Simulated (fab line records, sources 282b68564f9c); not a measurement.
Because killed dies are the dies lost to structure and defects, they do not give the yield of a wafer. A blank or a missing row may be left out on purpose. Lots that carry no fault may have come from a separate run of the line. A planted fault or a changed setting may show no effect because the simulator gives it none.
Commonality check across tools | flow rit cmos | 15 lots, 45 wafers sampled

## REASON IT WAS OPENED
At RIT_ACTIVE_THK_MEAS_04 the reading ACTIVE_NITRIDE_THK is flagged on 3 of 15 lots. Fault-free wafers read 153.9 nm, with a standard deviation of 1.5.
Rule: a lot is flagged in two cases, either no wafer of it has a number, or all its wafers with numbers fall more than 4 standard deviations from that mean. As for the other lots, they are considered sound.

lot  | measured    | on            | ACTIVE_NITRIDE_THK (nm), wafer by wafer | flag
L628 | day 1 13:33 | film metro-04 | 153.9 151.5 153.2                       |
L629 | day 1 21:01 | film metro-04 | 152.5 154.4 152.9                       |
L630 | day 2 03:59 | film metro-01 | 153.5 153.6 154.5                       |
L631 | day 2 08:18 | film metro-04 | 155.1 155.3 155.7                       |
L632 | day 2 10:41 | film metro-01 | 155.2 154.2 154.7                       |
L634 | day 2 21:26 | film metro-01 | 150.1 151.4 151.2                       |
L635 | day 3 02:01 | film metro-04 | 153.4 153.9 154.7                       |
L636 | day 3 06:47 | film metro-02 | 152.5 152.0 152.3                       |
L637 | day 3 12:47 | film metro-02 | 155.7 155.5 155.8                       |
L641 | day 4 10:14 | film metro-04 | 105.9 103.7 103.7                       | FLAGGED
L642 | day 4 13:44 | film metro-02 | 104.1 104.0 103.2                       | FLAGGED
L643 | day 4 20:14 | film metro-01 | 105.1 106.0 104.8                       | FLAGGED
L648 | day 5 20:25 | film metro-04 | 152.1 153.3 152.7                       |
L650 | day 6 09:05 | film metro-04 | 153.4 152.0 153.2                       |
L651 | day 6 11:13 | film metro-01 | 153.5 154.8 153.6                       |
The numbers of the flagged lots are 104.5 nm on average: -49.4 nm against the usual, or -33 standard deviations.

## TOOL THAT RAN EACH LOT
The record holds 1 process step before the reading, out of a route of 202 steps. Each cell gives the tool, then ch followed by the chambers the sampled wafers passed through, then the start.
lot  | flag    | RIT_ACTIVE_CVD_03
L628 |         | lpcvd-01 ch 0, day 1 12:07
L629 |         | lpcvd-01 ch 0, day 1 19:36
L630 |         | lpcvd-02 ch 1, day 2 02:34
L631 |         | lpcvd-02 ch 1, day 2 06:52
L632 |         | lpcvd-02 ch 1, day 2 09:16
L634 |         | lpcvd-01 ch 1, day 2 19:18
L635 |         | lpcvd-01 ch 1, day 3 00:35
L636 |         | lpcvd-02 ch 1, day 3 05:22
L637 |         | lpcvd-02 ch 1, day 3 10:38
L641 | FLAGGED | lpcvd-01 ch 1, day 4 08:49
L642 | FLAGGED | lpcvd-01 ch 0, day 4 12:19
L643 | FLAGGED | lpcvd-01 ch 1, day 4 18:49
L648 |         | lpcvd-02 ch 1, day 5 19:00
L650 |         | lpcvd-02 ch 1, day 6 06:57
L651 |         | lpcvd-02 ch 1, day 6 09:05
What the steps here do:
- RIT_ACTIVE_CVD_03: deposits Si3N4 from SiH2Cl2/NH3, target thk 150 nm, time 1537 s.
- RIT_ACTIVE_THK_MEAS_04

## FLAGGED OVER TOTAL, TOOL BY TOOL (the gauges that took the reading come last)
step                   | tool          | lots run | flagged | share of the flagged lots | sound lots run after its first flagged lot
RIT_ACTIVE_CVD_03      | lpcvd-01      | 7        | 3       | all                       | 0
RIT_ACTIVE_CVD_03      | lpcvd-02      | 8        | 0       | none                      | -
RIT_ACTIVE_THK_MEAS_04 | film metro-01 | 5        | 1       | some                      | 1 (L651)
RIT_ACTIVE_THK_MEAS_04 | film metro-02 | 3        | 1       | some                      | 0
RIT_ACTIVE_THK_MEAS_04 | film metro-04 | 7        | 1       | some                      | 2 (L648,L650)

## WHAT IS ALLOWED BY THE TABLE
Rows of the table that ran each flagged lot: 1, that is lpcvd-01 at RIT_ACTIVE_CVD_03.
- lpcvd-01 at RIT_ACTIVE_CVD_03: 3 of its 7 lots flagged. Its last sound lot is L635 (day 3 00:35), its first flagged lot L641 (day 4 08:49): a fault that began between those two fits.
What remains is a single tool, lpcvd-01 at RIT_ACTIVE_CVD_03.

## WHAT WAS PUT IN BY THE SIMULATOR
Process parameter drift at RIT_ACTIVE_CVD_03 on lpcvd-01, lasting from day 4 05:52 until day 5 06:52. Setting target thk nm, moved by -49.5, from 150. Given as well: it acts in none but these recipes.
Lots struck among those shown: L641, L642, L643. The rule above found the same.
